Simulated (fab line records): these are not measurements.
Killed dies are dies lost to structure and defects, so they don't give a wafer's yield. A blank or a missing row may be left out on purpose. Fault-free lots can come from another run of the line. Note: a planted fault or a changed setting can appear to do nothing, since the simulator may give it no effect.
Which tool was responsible? | flow berkeleyCmos170 | 14 lots with 42 wafers sampled at 6 steps, on a route of 331 steps

WHAT EACH GAUGE READ, for each wafer
UCB170_ACTIVE_THK_MEAS_06. Usual: ACTIVE_NITRIDE_THK typically reads 220.9 nm, with standard deviation 2.2.
lot  | measured    | on           | ACTIVE_NITRIDE_THK (nm) | flag
L303 | day 5 05:39 | filmMetro-02 | 223.4 223.8 224.4       | 
L304 | day 5 05:40 | filmMetro-04 | 220.3 220.6 220.3       | 
L306 | day 5 09:39 | filmMetro-01 | 221.8 222.7 220.7       | 
L305 | day 5 09:41 | filmMetro-02 | 220.9 219.3 220.0       | 
L311 | day 6 05:07 | filmMetro-02 | 222.4 220.0 219.8       | 
L313 | day 6 10:11 | filmMetro-04 | 224.6 222.3 222.8       | 
L316 | day 6 19:55 | filmMetro-04 | 220.5 218.3 220.6       | 
L318 | day 6 19:58 | filmMetro-02 | 220.4 219.7 220.8       | 
L320 | day 7 02:24 | filmMetro-04 | 220.8 219.0 219.7       | 
L319 | day 7 02:25 | filmMetro-02 | 220.4 218.2 221.2       | 
L321 | day 7 15:35 | filmMetro-01 | 222.7 223.0 222.6       | 
L323 | day 8 03:01 | filmMetro-04 | 217.7 217.1 218.7       | 
L324 | day 8 13:23 | filmMetro-01 | 222.2 221.2 222.2       | 
L326 | day 9 05:55 | filmMetro-02 | 217.0 216.2 213.6       | 

UCB170_GATE_THK_MEAS_02. Usual: GATE_OXIDE_THK typically reads 6.64 nm, with standard deviation 0.15.
lot  | measured     | on           | GATE_OXIDE_THK (nm) | flag
L303 | day 6 16:20  | filmMetro-03 | 6.75 6.68 6.66      | 
L304 | day 6 16:17  | filmMetro-02 | 6.68 6.75 6.49      | 
L306 | day 6 16:19  | filmMetro-04 | 6.70 6.56 6.65      | 
L305 | day 6 16:13  | filmMetro-02 | 6.90 6.93 6.92      | 
L311 | day 7 22:58  | filmMetro-04 | 6.54 6.31 6.41      | 
L313 | day 7 23:01  | filmMetro-02 | 6.41 6.41 6.33      | 
L316 | day 8 17:38  | filmMetro-03 | 6.76 6.65 6.64      | 
L318 | day 8 17:38  | filmMetro-04 | 6.51 6.82 6.66      | 
L320 | day 9 09:04  | filmMetro-04 | 6.82 6.69 6.66      | 
L319 | day 9 09:05  | filmMetro-03 | 6.95 6.97 6.86      | 
L321 | day 9 15:43  | filmMetro-04 | 6.55 6.45 6.60      | 
L323 | day 10 05:29 | filmMetro-02 | 6.66 6.61 6.70      | 
L324 | day 10 05:32 | filmMetro-04 | 6.55 6.60 6.49      | 
L326 | day 11 01:48 | filmMetro-02 | 6.58 6.50 6.61      | 

UCB170_M1_THK_MEAS_02: measures by xrf. Usual: M1_AL_THK typically reads 611 nm, with standard deviation 8.6.
lot  | measured     | on           | M1_AL_THK (nm) | flag
L303 | day 8 12:31  | filmMetro-02 | 599 599 596    | 
L304 | day 8 09:17  | filmMetro-01 | 626 620 624    | 
L306 | day 8 09:27  | filmMetro-02 | 611 603 611    | 
L305 | day 8 08:32  | filmMetro-01 | 620 622 621    | 
L311 | day 9 17:57  | filmMetro-01 | 609 605 605    | 
L313 | day 9 19:08  | filmMetro-02 | 619 612 601    | 
L316 | day 10 09:37 | filmMetro-01 | 617 615 611    | 
L318 | day 10 07:38 | filmMetro-01 | 621 619 618    | 
L320 | day 10 14:25 | filmMetro-02 | 617 614 613    | 
L319 | day 10 17:31 | filmMetro-01 | 623 615 622    | 
L321 | day 11 01:34 | filmMetro-04 | 601 608 612    | 
L323 | day 11 14:23 | filmMetro-04 | 607 607 606    | 
L324 | day 11 14:08 | filmMetro-01 | 618 627 620    | 
L326 | day 12 06:53 | filmMetro-04 | 608 601 610    | 

UCB170_V2_CD_MEAS_90: target cd 700 nm. Usual: cdNm 700.0 nm, standard deviation 1.2.
lot  | measured     | on       | cdNm (nm)                           | flag
L303 | day 9 12:17  | cdSem-01 | 699.9 699.1 699.2                   | 
L304 | day 9 01:08  | cdSem-02 | 700.2 700.4 698.9                   | 
L306 | day 9 01:44  | cdSem-02 | 698.8 698.4 700.1                   | 
L305 | day 8 23:23  | cdSem-01 | 698.7 699.8 700.0                   | 
L311 | day 10 11:01 | cdSem-01 | 700.2 699.8 699.9                   | 
L313 | day 10 13:48 | cdSem-02 | 701.3 701.1 696.7 701.1 701.1 696.6 | 
L316 | day 11 03:21 | cdSem-02 | 701.4 694.8 700.6 701.3 694.7 700.6 | 
L318 | day 11 00:22 | cdSem-02 | 700.3 700.9 700.1                   | 
L320 | day 11 06:14 | cdSem-02 | 699.6 701.1 701.1                   | 
L319 | day 11 09:59 | cdSem-01 | 698.3 699.0 700.3                   | 
L321 | day 11 17:29 | cdSem-01 | 700.0 701.1 699.5                   | 
L323 | day 12 04:20 | cdSem-01 | 701.3 700.8 702.4                   | 
L324 | day 12 03:35 | cdSem-01 | 701.1 697.9 700.2                   | 
L326 | day 12 18:50 | cdSem-01 | 698.8 700.3 700.4                   | 

WHICH TOOL RAN EACH LOT (tool, then ch and the chambers of the sampled wafers, then the start)
lot  | UCB170_V2_ETCH_14                 | UCB170_V2_STRIP_15
L303 | rieDiel-03 ch 1,2,3, day 9 11:55  | plasmaAsher-02 ch 1, day 9 12:06
L304 | rieDiel-01 ch 0,2,3, day 9 00:49  | plasmaAsher-02 ch 0,1, day 9 01:02
L306 | rieDiel-03 ch 1,2,3, day 9 01:22  | plasmaAsher-04 ch 0,1, day 9 01:33
L305 | rieDiel-03 ch 1,2, day 8 23:06    | plasmaAsher-04 ch 0,1, day 8 23:17
L311 | rieDiel-01 ch 0,2,3, day 10 10:44 | plasmaAsher-02 ch 0,1, day 10 10:55
L313 | rieDiel-03 ch 0,1,3, day 10 13:29 | plasmaAsher-02 ch 0,1, day 10 13:41
L316 | rieDiel-03 ch 1,2,3, day 11 03:04 | plasmaAsher-04 ch 1, day 11 03:14
L318 | rieDiel-04 ch 1,2, day 11 00:04   | plasmaAsher-01 ch 0,1, day 11 00:14
L320 | rieDiel-01 ch 0,1,2, day 11 05:58 | plasmaAsher-04 ch 0,1, day 11 06:08
L319 | rieDiel-04 ch 0,1,2, day 11 09:42 | plasmaAsher-04 ch 0,1, day 11 09:52
L321 | rieDiel-01 ch 0,1,3, day 11 17:11 | plasmaAsher-02 ch 0,1, day 11 17:22
L323 | rieDiel-04 ch 0,1,3, day 12 04:02 | plasmaAsher-04 ch 0, day 12 04:13
L324 | rieDiel-01 ch 0,2,3, day 12 03:18 | plasmaAsher-04 ch 0,1, day 12 03:29
L326 | rieDiel-01 ch 1,3, day 12 18:32   | plasmaAsher-01 ch 0,1, day 12 18:43
- UCB170_V2_ETCH_14: etches SiO2 in CHF3/CF4/Ar, stops on Al, target depth 1250 nm, time 291 s.
- UCB170_V2_STRIP_15: strips in O2.

WHAT THE TOOLS THEMSELVES READ (means of the sampled wafers that have a number; where no wafer has one, the mark that the record gives instead)
UCB170_V2_ETCH_14. Usual: CHF3_flow_sccm 45.01 sccm, standard deviation 0.13; drypumpMotorCurrentA 5.9 A, standard deviation 0.46; oesProductAu 0.875 a.u., standard deviation 0.013; rfFwdPowerW 697.8 W, standard deviation 2; throttleValvePct 6.94 %, standard deviation 0.12.
lot  | tool       | CHF3_flow_sccm (sccm) | drypumpMotorCurrentA (A) | oesProductAu (a.u.) | rfFwdPowerW (W) | throttleValvePct (%) | flag
L303 | rieDiel-03 | 44.99                 | 6.0                      | 0.874               | 697.0           | 6.98                 | 
L304 | rieDiel-01 | 45.00                 | 5.5                      | 0.878               | 697.2           | 6.85                 | 
L306 | rieDiel-03 | 45.01                 | 6.1                      | 0.871               | 697.4           | 6.98                 | 
L305 | rieDiel-03 | 44.78                 | 6.1                      | 0.884               | 697.1           | 6.90                 | 
L311 | rieDiel-01 | 44.96                 | 5.5                      | 0.880               | 696.5           | 6.85                 | 
L313 | rieDiel-03 | 44.95                 | 5.9                      | 0.859               | 603.6           | 6.96                 | OFF
L316 | rieDiel-03 | 45.04                 | 6.0                      | 0.864               | 604.4           | 6.98                 | OFF
L318 | rieDiel-04 | 45.06                 | 6.1                      | 0.871               | 699.5           | 7.10                 | 
L320 | rieDiel-01 | 45.04                 | 5.6                      | 0.878               | 698.1           | 6.85                 | 
L319 | rieDiel-04 | 45.05                 | 5.8                      | 0.880               | 697.4           | 7.06                 | 
L321 | rieDiel-01 | 45.07                 | 5.5                      | 0.875               | 698.4           | 6.82                 | 
L323 | rieDiel-04 | 44.99                 | 6.0                      | 0.870               | 697.5           | 7.12                 | 
L324 | rieDiel-01 | 44.97                 | 5.5                      | 0.889               | 698.3           | 6.86                 | 
L326 | rieDiel-01 | 45.01                 | 5.5                      | 0.877               | 696.2           | 6.81                 | 

UCB170_V2_STRIP_15. Usual: drypumpMotorCurrentA 6.1 A, standard deviation 0.37; oesProductAu 0.721 a.u., standard deviation 0.005; stripTimeToEndpointS 15.31 s, standard deviation 0.11.
lot  | tool           | drypumpMotorCurrentA (A) | oesProductAu (a.u.) | stripTimeToEndpointS (s) | flag
L303 | plasmaAsher-02 | 5.8                      | 0.719               | 15.29                    | 
L304 | plasmaAsher-02 | 6.0                      | 0.716               | 15.26                    | 
L306 | plasmaAsher-04 | 6.5                      | 0.720               | 15.38                    | 
L305 | plasmaAsher-04 | 6.5                      | 0.717               | 15.34                    | 
L311 | plasmaAsher-02 | 5.8                      | 0.725               | 15.30                    | 
L313 | plasmaAsher-02 | 6.0                      | 0.721               | 15.56                    | 
L316 | plasmaAsher-04 | 6.5                      | 0.721               | 15.81                    | OFF
L318 | plasmaAsher-01 | 6.2                      | 0.718               | 15.30                    | 
L320 | plasmaAsher-04 | 6.5                      | 0.722               | 15.24                    | 
L319 | plasmaAsher-04 | 6.5                      | 0.720               | 15.30                    | 
L321 | plasmaAsher-02 | 6.0                      | 0.724               | 15.38                    | 
L323 | plasmaAsher-04 | 6.3                      | 0.720               | 15.35                    | 
L324 | plasmaAsher-04 | 6.4                      | 0.720               | 15.39                    | 
L326 | plasmaAsher-01 | 5.9                      | 0.716               | 15.12                    | 

THE ANSWER, worked out from the rows above alone
Rule: a lot is off if the mean of its wafers that have a number lies more than 3 standard deviations from the usual mean. A lot without any number at a reading at which 4 lots or more have one is off too. Where the step has rows for the other lots, those lots are counted as sound. First the gauges in route order, then the tools' own readings, where a lot's mean is used as printed above. The first step at which some lot is off is used, and at that step the reading that is off furthest; a lot without a number counts as furthest.
Off, at UCB170_V2_ETCH_14 on rfFwdPowerW: L313, L316.
If a tool, at that step or one of the process steps before it, ran each lot that is off and ran no sound lot following the first of them, it fits. One fits: rieDiel-03 at UCB170_V2_ETCH_14. Its last sound lot is L303 (day 9 11:55), its first lot that is off L313 (day 10 13:29): a fault that began between those two fits.
On the lots that are off, the tool's own readings at UCB170_V2_ETCH_14 differ by more than 5 times the standard deviation of the sound lots' means, which bears it out; rfFwdPowerW reads 604.0 W there versus 697.5 W on the sound lots.

WHAT HAD BEEN PUT IN BY THE SIMULATOR
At UCB170_V2_ETCH_14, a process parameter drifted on rieDiel-03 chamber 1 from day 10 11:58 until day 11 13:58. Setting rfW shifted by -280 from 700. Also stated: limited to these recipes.
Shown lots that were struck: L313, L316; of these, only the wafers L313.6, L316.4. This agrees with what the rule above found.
